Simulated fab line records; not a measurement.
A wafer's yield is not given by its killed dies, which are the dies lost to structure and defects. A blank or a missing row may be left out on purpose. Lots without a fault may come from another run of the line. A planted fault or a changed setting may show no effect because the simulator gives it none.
A sampling plan put to the test -- flow berkeley cmos170 -- each of the 12 faults these records tell of, on one fab line, judged from the records of the lots it struck
The plan is the line's own looks: the steps of the route at which a gauge or an inspection reads the wafer and doesn't change it. A look is open to judgement when struck wafers have a number at it and the file gives its usual mean and standard deviation on fault-free wafers. Caught: a look later than the fault's first step finds the struck wafers' mean 4 or more of those standard deviations (sigma) from the usual mean. On the tool: here the same test is run on the tool's own readings at the fault's steps. Also counted as caught: the struck wafers showing another recipe, or a record that is empty for them alone.

== THE FAULTS, as the simulator had put them in ==
1. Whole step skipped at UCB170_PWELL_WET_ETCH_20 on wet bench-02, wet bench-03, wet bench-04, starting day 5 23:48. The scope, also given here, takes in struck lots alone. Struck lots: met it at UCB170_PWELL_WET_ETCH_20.
2. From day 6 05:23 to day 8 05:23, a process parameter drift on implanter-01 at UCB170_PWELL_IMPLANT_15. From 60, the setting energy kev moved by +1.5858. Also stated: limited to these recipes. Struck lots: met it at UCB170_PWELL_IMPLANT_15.
3. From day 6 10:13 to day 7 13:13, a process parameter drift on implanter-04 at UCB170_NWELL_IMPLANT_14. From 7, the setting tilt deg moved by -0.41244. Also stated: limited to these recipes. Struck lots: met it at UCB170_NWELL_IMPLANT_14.
4. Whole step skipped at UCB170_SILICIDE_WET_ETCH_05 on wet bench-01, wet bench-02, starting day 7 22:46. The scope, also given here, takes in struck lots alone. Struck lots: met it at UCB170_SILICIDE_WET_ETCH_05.
5. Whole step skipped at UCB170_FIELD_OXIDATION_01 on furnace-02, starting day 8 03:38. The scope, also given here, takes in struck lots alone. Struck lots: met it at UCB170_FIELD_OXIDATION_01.
6. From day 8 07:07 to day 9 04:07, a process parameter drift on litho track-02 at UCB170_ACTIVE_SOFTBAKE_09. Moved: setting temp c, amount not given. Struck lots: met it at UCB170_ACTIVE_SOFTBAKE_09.
7. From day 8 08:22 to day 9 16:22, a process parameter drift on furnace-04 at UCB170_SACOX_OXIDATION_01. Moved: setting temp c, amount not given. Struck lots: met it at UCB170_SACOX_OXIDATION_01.
8. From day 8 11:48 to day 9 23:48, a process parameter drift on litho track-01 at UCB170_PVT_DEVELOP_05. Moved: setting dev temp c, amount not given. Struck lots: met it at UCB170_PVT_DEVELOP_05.
9. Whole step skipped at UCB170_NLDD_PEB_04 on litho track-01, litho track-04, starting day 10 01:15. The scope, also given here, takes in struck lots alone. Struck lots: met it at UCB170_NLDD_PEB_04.
10. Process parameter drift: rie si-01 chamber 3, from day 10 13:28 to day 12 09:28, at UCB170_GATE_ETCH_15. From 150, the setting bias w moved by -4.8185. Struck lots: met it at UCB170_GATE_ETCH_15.
11. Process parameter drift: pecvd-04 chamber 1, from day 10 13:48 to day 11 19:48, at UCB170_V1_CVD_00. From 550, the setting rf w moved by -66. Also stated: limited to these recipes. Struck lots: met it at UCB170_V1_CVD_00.
12. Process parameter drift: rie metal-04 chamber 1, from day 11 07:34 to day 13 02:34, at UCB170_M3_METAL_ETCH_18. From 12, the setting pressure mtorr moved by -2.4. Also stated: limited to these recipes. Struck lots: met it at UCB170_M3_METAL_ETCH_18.

== WHAT THE PLAN SAW ==
fault,on the tool itself,first look that catches it,"reading, sigma",median hours from its first step to that look,hours from the fault's start to the first struck lot there,judged looks passed uncaught
1,the tool's record is blank for the struck wafers,no look after it can be judged,-,-,-,0
2,beam energy keV +74 sigma,none of the 2 looks that can be judged after it,-,-,-,2
3,tilt deg -22 sigma,none of the 3 looks that can be judged after it,-,-,-,3
4,the tool's record is blank for the struck wafers,no look after it can be judged,-,-,-,0
5,the tool's record is blank for the struck wafers,no look after it can be judged,-,-,-,0
6,heater power total W -50 sigma,UCB170_ACTIVE_CD_MEAS_13,cd nm +7.4,1.0,8,0
7,tube center temp C +74 sigma,none of the 3 looks that can be judged after it,-,-,-,3
8,developer temp C -8.3 sigma,not the one look that can be judged after it,-,-,-,1
9,the tool's record is blank for the struck wafers,no look after it can be judged,-,-,-,0
10,bias w -11 sigma,not the one look that can be judged after it,-,-,-,1
11,rf fwd power W -36 sigma,not the one look that can be judged after it,-,-,-,1
12,chamber pressure mTorr -99 or beyond sigma,no look after it can be judged,-,-,-,0
A dash: this means the fault isn't caught or the number doesn't appear in these records.

Caught at a look: 1 of 12. Caught on the tool: 12 of 12. By one or the other: 12 of 12.
Faults 1, 2, 3, 4, 5, 7, 8, 9, 10, 11, 12 were caught on the tool alone.

== THINNER SAMPLING ==
If the look that catches a fault measured only every second or every third lot, by lot number, the first struck lot would be measured this late in the worst case:
fault,"struck lots at that look, in order of time",every lot,every second lot,every third lot
6,"L993, L996",8 h,13 h,may miss all 2
Hours count from the start of the fault until the first struck lot that is measured. The limit of 4 sigma was tested on all struck wafers together, so one lot alone may lie under it. Other struck lots may not be in these records.

== THE LONGEST TIMED WAY FROM STEP TO LOOK ==
For fault 6, UCB170_ACTIVE_SOFTBAKE_09 and UCB170_ACTIVE_CD_MEAS_13 are separated by a median of 1.0 hours. No look between them can be judged.
